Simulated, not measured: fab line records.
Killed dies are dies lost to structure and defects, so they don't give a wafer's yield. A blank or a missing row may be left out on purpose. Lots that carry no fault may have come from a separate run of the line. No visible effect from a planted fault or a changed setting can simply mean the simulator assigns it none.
Problem report, 8D (eight disciplines) form, completed by code | flow berkeley-cmos170 | the parts of the form that need people (team, actions taken, sign-off) are left out

== 1. WHAT WENT WRONG ==
heater-power-total-W at UCB170_NWELL_PEB_10 reads a mean of 50.24 W on 6 wafers of 2 lots; wafers without a fault read 56.80 W with a standard deviation of 0.046. So: -99 or more standard deviations from the usual mean.
Seen first at day 4 20:04 on litho-track-03, wafer L559.1. Wafers with a number at this step in the record: 18, from 6 lots. By rule, "out" or "out of limits" means more than 4 standard deviations away from the usual mean. Any other wafer with a number is counted as sound.

== 2. WHAT THIS IS AND IS NOT ==
question                    | is                                 | is not
which readings at this step | heater-power-total-W, plate-temp-C | -
which lots                  | L559, L562                         | L550, L551, L560, L569
which wafers of those lots  | all that have a number             | -
read on which tools         | litho-track-03                     | litho-track-04
when                        | from day 4 20:04                   | up to then (6 sound wafers); but 6 sound wafers of L560, L569 came after

== 3. THE SUSPECTS, EACH WITH WHAT RULES IT OUT ==
Counting: a tool at a process step up to the reading stays a suspect if it ran every lot that is out and no sound lot after the first of them.
- litho-track-03 at UCB170_NWELL_PEB_10: kept. Every lot that is out went through it, starting with L559 (day 4 20:04), and after that it ran no sound lot; the last sound lot it ran before then is L550 (day 3 00:01). Its own readings are out on those wafers: heater-power-total-W, plate-temp-C.
Left after counting: litho-track-03 at UCB170_NWELL_PEB_10.

== 4. THE CAUSE (what the simulator had put in) ==
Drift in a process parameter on litho-track-03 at UCB170_NWELL_PEB_10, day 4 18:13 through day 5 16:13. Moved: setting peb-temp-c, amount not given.
Only this tool survived the counting.

== 5. THE EFFECT CHAIN, in route order ==
One row per reading whose mean, taken over the struck wafers that have a number, lies over 3 standard deviations from the usual. Only readings whose record carries a usual standard deviation are examined. hours: median over the lots of the time between each lot's start at the first step of this table that gives one and its start at this step. sigmas: the change, counted in usual standard deviations.
hours | step                | reading              | usual    | on struck wafers | change | sigmas
0     | UCB170_NWELL_PEB_10 | heater-power-total-W | 56.80 W  | 50.24            | -6.55  | -99 or more
0     | UCB170_NWELL_PEB_10 | plate-temp-C         | 129.99 C | 118.37           | -11.62 | -83
Process steps it contains:
- UCB170_NWELL_PEB_10
At these later measuring or inspecting steps, every struck wafer for which the step has a row has a number for every such reading, and none has moved that far: UCB170_NWELL_OVL_MEAS_12.

== 6. WHAT WOULD HAVE CAUGHT IT SOONER ==
In this record no reading fell out of limits until day 4 20:04, 2 hours after the fault had begun at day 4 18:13.
